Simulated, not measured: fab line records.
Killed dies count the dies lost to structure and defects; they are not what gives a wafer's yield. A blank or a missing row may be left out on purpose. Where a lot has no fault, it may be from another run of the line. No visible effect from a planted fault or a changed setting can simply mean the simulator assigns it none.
Matching of chambers    flow rit_cmos    RIT_CONTACT_CVD_00 on pecvd-04 has 3 sister chambers
The step deposits SiO2 from TEOS, target thk 400 nm, time 61 s. 6 wafers are shown with their chamber, then 7 later ones without.

== WAFERS WITH THEIR CHAMBER ==
wafer   chamber  heater_power_w (W)
L223.1  0        290
L223.3  2        356
L226.2  0        302
L226.5  1        278
L229.4  1        302
L229.5  2        317

== WAFERS WITH NO CHAMBER GIVEN ==
wafer   heater_power_w (W)
L229.6  267
L235.1  290
L235.5  295
L235.6  366
L238.1  326
L238.5  346
L238.6  286

== EACH ONE'S CHAMBER ==
wafer    from the rows above            in truth
L229.6   can't be placed: 1 or 0        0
L235.1   can't be placed: 1 or 0        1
L235.5   can't be placed: 0 or 1        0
L235.6   2                              2
L238.1   can't be placed: 2 or 0 or 1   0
L238.5   2                              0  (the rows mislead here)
L238.6   can't be placed: 1 or 0        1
1 of 7 placed correctly. From these rows, 5 cannot be placed; in 5 the true chamber is one of the candidates. Number placed wrongly: 1.
How it was worked out, from the rows above alone: a wafer's distance from a chamber is the root of the sum, over the readings, of the square of ((its reading less the chamber's mean) divided by the reading's scatter). The wafer belongs to the nearest chamber; if the next one is less than 2 further off, it can't be placed. For every chamber, the mean is computed from those of its wafers that are shown. The scatter: the root of (the sum of the squares of (reading less its chamber's mean) over the shown wafers, divided by (wafers less chambers)).
